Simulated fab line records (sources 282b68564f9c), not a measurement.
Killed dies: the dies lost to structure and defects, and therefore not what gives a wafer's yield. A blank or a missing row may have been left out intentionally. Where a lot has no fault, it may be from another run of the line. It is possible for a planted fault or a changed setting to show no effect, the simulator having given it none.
Which tool did it? ; flow rit_cmos ; Sampling: 13 lots, 39 wafers, 2 of 202 route steps

## WHAT THE GAUGES READ, wafer by wafer
RIT_SPACER_THK_MEAS_04. Usual: SPACER_NITRIDE_THK typically reads 248.9 nm, with standard deviation 2.5.
lot;measured;on;SPACER_NITRIDE_THK (nm);flag
L557;day 3 03:31;film_metro-02;247.3 246.1 248.6;
L558;day 3 07:27;film_metro-02;254.6 256.5 252.6;
L559;day 3 12:47;film_metro-01;250.7 251.4 249.3;
L560;day 3 17:04;film_metro-01;251.7 252.2 249.8;
L561;day 3 23:25;film_metro-02;243.4 245.7 244.9;
L562;day 4 05:05;film_metro-04;248.3 247.8 246.8;
L563;day 4 08:27;film_metro-01;250.5 251.6 252.0;
L564;day 4 13:22;film_metro-04;247.7 247.1 249.5;
L565;day 4 19:37;film_metro-02;254.8 253.7 253.3;
L566;day 5 00:28;film_metro-02;248.5 249.4 250.1;
L568;day 5 09:14;film_metro-04;249.6 249.2 249.2;
L569;day 5 15:51;film_metro-02;249.2 249.4 248.0;
L571;day 6 00:20;film_metro-02;285.2 286.0 280.2;OFF

## EACH LOT AND THE TOOL THAT RAN IT (in order: tool; ch and the chambers of the sampled wafers; start)
lot;RIT_SPACER_CVD_03
L557;lpcvd-01 ch 0, day 3 01:34
L558;lpcvd-02 ch 1, day 3 05:32
L559;lpcvd-01 ch 1, day 3 10:53
L560;lpcvd-01 ch 0, day 3 15:07
L561;lpcvd-01 ch 1, day 3 20:32
L562;lpcvd-01 ch 1, day 4 03:10
L563;lpcvd-01 ch 0, day 4 06:32
L564;lpcvd-02 ch 1, day 4 11:27
L565;lpcvd-02 ch 1, day 4 17:42
L566;lpcvd-01 ch 1, day 4 22:34
L568;lpcvd-02 ch 1, day 5 07:18
L569;lpcvd-01 ch 0, day 5 13:56
L571;lpcvd-01 ch 0, day 5 22:23
- RIT_SPACER_CVD_03: deposits Si3N4 from SiH2Cl2/NH3, target thk 250 nm, time 3300 s.

## AS READ BY THE TOOLS THEMSELVES (means over the sampled wafers that have a number; for cases with no such wafer, the mark the record gives instead)
RIT_SPACER_CVD_03. Usual: spike_tc_centre_C reads 813.0 C (standard deviation 1.4).
lot;tool;spike_tc_centre_C (C);flag
L557;lpcvd-01;814.1;
L558;lpcvd-02;811.2;
L559;lpcvd-01;812.6;
L560;lpcvd-01;814.5;
L561;lpcvd-01;811.5;
L562;lpcvd-01;812.7;
L563;lpcvd-01;813.8;
L564;lpcvd-02;812.0;
L565;lpcvd-02;812.0;
L566;lpcvd-01;812.2;
L568;lpcvd-02;811.5;
L569;lpcvd-01;814.4;
L571;lpcvd-01;826.5;OFF

## THE ANSWER, worked out from the rows above alone
Rule: a lot is off if the mean of its wafers that have a number lies more than 3 standard deviations from the usual mean. Also off: a lot with no number at a reading for which 4 or more lots have one. Any other lot the step has rows for is counted as sound. Order of review: gauges by route order, followed by the tools' own readings, for which a lot's mean as printed above is used. At the first step where some lot is off, the reading lying furthest off is the one used; lots without a number count as furthest.
Off: L571, at RIT_SPACER_THK_MEAS_04 (SPACER_NITRIDE_THK).
A tool fits if, at a process step before that reading, it ran every lot that is off, and no sound lot after the first of them. The gauges at RIT_SPACER_THK_MEAS_04 aren't tried: what is off there is off at RIT_SPACER_CVD_03 too, on other tools, and a gauge's error can't cause that. One fits: lpcvd-01 at RIT_SPACER_CVD_03. A fault onset in the window from L569 (day 5 13:56, its last sound lot) to L571 (day 5 22:23, its first lot off) fits.
The tool's own readings at RIT_SPACER_CVD_03 bear it out: on the lots that are off they differ by more than 5 times the standard deviation of the sound lots' means. spike_tc_centre_C reads 826.5 C there against 812.7 C on the sound lots.

## WHAT WAS PUT IN BY THE SIMULATOR
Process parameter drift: lpcvd-01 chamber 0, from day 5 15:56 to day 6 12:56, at RIT_SPACER_CVD_03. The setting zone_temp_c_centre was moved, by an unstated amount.
Struck lots among those shown: L571. Same finding as the rule above.
